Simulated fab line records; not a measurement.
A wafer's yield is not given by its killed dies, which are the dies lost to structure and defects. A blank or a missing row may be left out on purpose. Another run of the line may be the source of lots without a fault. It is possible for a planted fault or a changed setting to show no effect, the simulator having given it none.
Matching of chambers    flow berkeley-cmos170    UCB170_GATE_ETCH_15 on rie-si-02: 4 sister chambers
The step etches poly-Si in HBr/Cl2, stops on SiO2, time 56.3 s, target depth 278.2 nm. 8 wafers are shown with their chamber, then 7 later ones without.

== WAFERS PAIRED WITH THEIR CHAMBERS ==
wafer   chamber  drypump-motor-current-A (A)  throttle-valve-pct (%)
L936.2  2        5.14                         26.23
L936.5  2        5.13                         26.22
L946.6  1        5.92                         26.01
L953.1  3        5.47                         26.22
L953.3  1        5.92                         26.03
L953.4  0        5.67                         26.58
L957.3  3        5.47                         26.22
L957.4  0        5.65                         26.60

== WAFERS WITH NO CHAMBER GIVEN ==
wafer   drypump-motor-current-A (A)  throttle-valve-pct (%)
L957.6  5.47                         26.22
L954.2  5.12                         26.06
L954.3  5.48                         26.20
L954.4  5.93                         26.01
L958.2  5.67                         26.59
L958.4  5.92                         26.01
L958.6  5.63                         26.59

== THE CHAMBER EACH PASSED THROUGH ==
wafer   from the rows above  in truth
L957.6  3                    3
L954.2  2                    2
L954.3  3                    3
L954.4  1                    1
L958.2  0                    0
L958.4  1                    1
L958.6  0                    0
Placed correctly: 7 of 7. From these rows, 0 cannot be placed. 0 placed wrongly.
How it was worked out, from the rows above alone: a wafer's distance from a chamber is the root of the sum, over the readings, of the square of ((its reading less the chamber's mean) divided by the reading's scatter). The wafer belongs to the nearest chamber; if the next one is less than 2 further off, it can't be placed. A chamber's mean is the mean of its shown wafers. The scatter: the root of (the sum of the squares of (reading less its chamber's mean) over the shown wafers, divided by (wafers less chambers)).
